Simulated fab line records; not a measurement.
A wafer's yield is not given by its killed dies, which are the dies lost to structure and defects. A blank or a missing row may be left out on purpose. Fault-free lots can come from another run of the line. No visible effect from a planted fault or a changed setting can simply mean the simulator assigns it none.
Struck lot and sound lot, side by side :: flow rit cmos :: 21 out of 202 route steps
Sound: these wafers, L928.1, L928.3, L928.5. The struck wafers were L942.2, L942.5, L942.6. The cause is given at the end.
For every step that has rows: the tool of each side, followed by ch and its chambers, followed by its first start. Under that, the readings that differ: sound wafers :: struck wafers :: difference of the means :: sigmas: that difference in standard deviations of wafers without a fault.
alike: readings whose means differ by less than 2 such deviations, and words and numbers that are the same on both sides. not compared: withheld readings, readings that some wafer has no value for, bounds like >300 that may hide the same value, and numbers for which the record gives no deviation and whose values overlap.
Wherever a step has rows on one side only, a row that says differs or no value, or a row with sigmas, the two part there. Numbers that have no deviation but don't overlap get no sigmas and don't part them. A reading missing from all wafers of one side parts the sides only when that side holds two or more wafers.

first, 3 steps without rows for these wafers: RIT_PWELL_EXPOSE_03 (exposes mask M3, target cd 43700 nm); RIT_PWELL_PEB_04; RIT_PWELL_DEVELOP_05 (develop time 68 s).
RIT_PWELL_OVL_MEAS_06:
  sound: overlay-01 at day 3 11:11; struck: overlay-01 at day 6 09:23
  alike: PWELL_OVL
then, 2 steps without rows for these wafers: RIT_PWELL_HARDBAKE_07 (time 120 s); RIT_PWELL_IMPLANT_08.
RIT_PWELL_STRIP_09: strips in O2, time 180 s.
  sound on plasma asher-02 ch 1, day 3 11:38; struck on plasma asher-04 ch 0,1, day 6 09:49
reading: drypump motor current A (A)
sound: 6.7 6.6 6.6
struck: 5.3 5.3 5.6
difference: -1.2
sigmas: -3
  not compared: rf hours counter h
RIT_PWELL_TW_MEAS_10:
  sound: film metro-04 at day 3 11:49; struck: film metro-02 at day 6 10:01
  alike: PWELL_TW
then, 1 step without rows for these wafers: RIT_WELLDRIVE_ANNEAL_00 (time 14700 s).
RIT_WELLDRIVE_RS_MEAS_01: measurement is done with a four-point probe.
  sound: film metro-02 at day 3 16:57; struck: film metro-04 at day 6 15:10
  alike: NWELL_RS
RIT_WELLDRIVE_RS_MEAS_02: measurement is done with a four-point probe.
  sound: film metro-02 at day 3 17:04; struck: film metro-04 at day 6 15:17
  alike: PWELL_RS
then, 1 step without rows for these wafers: RIT_NRETRO_HMDS_00 (prime time 60 s).
RIT_NRETRO_COAT_01: resist thk 1300 nm.
  sound on litho track-04 ch 0, day 3 17:20; struck on litho track-02 ch 0, day 6 15:33
reading: model.NOVOLAK_of_NRETRO_COAT_01.thk nm (nm)
sound: 1298 1302 1302
struck: 1450 1444 1445
difference: +146
sigmas: 
  alike: chill plate temp C
RIT_NRETRO_SOFTBAKE_02: time 61.41 s.
  sound on litho track-04 ch 0, day 3 17:29; struck on litho track-02 ch 0, day 6 15:42
reading: chill plate temp C (C)
sound: 22.85 22.82 22.86
struck: 23.00 23.14 22.97
difference: +0.19
sigmas: +2
  alike: plate sensor t centre C, plate sensor t edge C, softbake temp c
then, 3 steps without rows for these wafers: RIT_NRETRO_EXPOSE_03 (exposes mask M4, target cd 43900 nm); RIT_NRETRO_PEB_04; RIT_NRETRO_DEVELOP_05 (develop time 68 s).
RIT_NRETRO_OVL_MEAS_06:
  sound: overlay-01 at day 3 18:04; struck: overlay-02 at day 6 16:23
  alike: NRETRO_OVL
RIT_NRETRO_HARDBAKE_07: time 120 s.
  sound on litho track-04 ch 0, day 3 18:07; struck on litho track-02 ch 0, day 6 16:28
reading: model.NOVOLAK_of_NRETRO_COAT_01.thk nm (nm)
sound: 1136 1139 1139
struck: 1266 1261 1262
difference: +125
sigmas: 
  alike: chill plate temp C
then, 1 step without rows for these wafers: RIT_NRETRO_IMPLANT_08.
RIT_M1_PROBE_99:
  sound: prober-02 at day 4 23:02; struck: prober-02 at day 7 21:00
  alike: killed at front end, killed dies, killed open, killed short

== WHERE THEY PART ==
Earliest at RIT_PWELL_STRIP_09; latest, in this record, at RIT_NRETRO_SOFTBAKE_02. Later steps at which nothing parts them and some readings are alike: RIT_NRETRO_OVL_MEAS_06, RIT_NRETRO_HARDBAKE_07, RIT_M1_PROBE_99.

WHY: what had been put in by the simulator
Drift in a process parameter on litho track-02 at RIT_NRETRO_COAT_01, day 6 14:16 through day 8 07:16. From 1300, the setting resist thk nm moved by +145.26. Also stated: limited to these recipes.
